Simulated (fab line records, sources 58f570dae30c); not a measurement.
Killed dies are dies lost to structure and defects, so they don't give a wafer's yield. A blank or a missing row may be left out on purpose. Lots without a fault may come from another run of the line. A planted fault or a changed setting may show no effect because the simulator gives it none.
Chamber matching | flow berkeley_cmos170 | UCB170_GATE_ETCH_15 on rie_si-01: 3 sister chambers
The step etches poly-Si in HBr/Cl2, stops on SiO2, time 56.3 s, target depth 278.2 nm. 14 wafers are shown with their chamber, then 6 later ones without.

WAFERS WITH THEIR CHAMBER
wafer  | chamber | throttle_valve_pct (%) | HBr_flow_sccm (sccm) | oes_product_au (a.u.)
L479.2 | 2       | 26.30                  | 150.4                | 0.849
L479.4 | 3       | 26.93                  | 149.9                | 0.844
L479.5 | 0       | 26.54                  | 150.3                | 0.835
L485.3 | 2       | 26.29                  | 150.7                | 0.850
L485.5 | 3       | 26.94                  | 150.4                | 0.833
L485.6 | 0       | 26.53                  | 149.6                | 0.842
L491.1 | 0       | 26.53                  | 149.7                | 0.844
L491.5 | 2       | 26.29                  | 150.7                | 0.850
L491.6 | 3       | 26.92                  | 150.8                | 0.853
L493.1 | 3       | 26.94                  | 150.0                | 0.843
L493.5 | 2       | 26.31                  | 150.4                | 0.843
L493.6 | 0       | 26.52                  | 149.8                | 0.848
L498.2 | 0       | 26.52                  | 150.1                | 0.845
L498.4 | 2       | 26.32                  | 150.5                | 0.843

SIGNATURES (means of the wafers above)
reading            | chamber 0 | chamber 2 | chamber 3 | scatter within a chamber
throttle_valve_pct | 26.5280   | 26.3020   | 26.9325   | 0.0106
HBr_flow_sccm      | 149.900   | 150.540   | 150.275   | 0.292
oes_product_au     | 0.84280   | 0.84700   | 0.84325   | 0.00564
Rule: a wafer's distance from a chamber is the root of the sum, over the readings, of the square of ((its reading less the chamber's mean) divided by the reading's scatter). The wafer belongs to the nearest chamber; if the next one is less than 2 further off, it can't be placed. The scatter: the root of (the sum of the squares of (reading less its chamber's mean) over the shown wafers, divided by (wafers less chambers)).

WAFERS WITHOUT THEIR CHAMBER
wafer  | throttle_valve_pct (%) | HBr_flow_sccm (sccm) | oes_product_au (a.u.)
L498.5 | 26.31                  | 149.3                | 0.844
L495.3 | 26.93                  | 150.2                | 0.844
L495.4 | 26.51                  | 150.2                | 0.839
L495.5 | 26.53                  | 150.5                | 0.844
L501.3 | 26.54                  | 149.8                | 0.851
L501.4 | 26.32                  | 149.2                | 0.853

WHICH CHAMBER EACH WENT THROUGH
wafer  | from the rows above | in truth
L498.5 | 2                   | 2
L495.3 | 3                   | 3
L495.4 | 0                   | 0
L495.5 | 0                   | 0
L501.3 | 0                   | 0
L501.4 | 2                   | 2
Placed correctly: 6 of 6. Can't be placed from these rows: 0. Placed wrongly: 0.
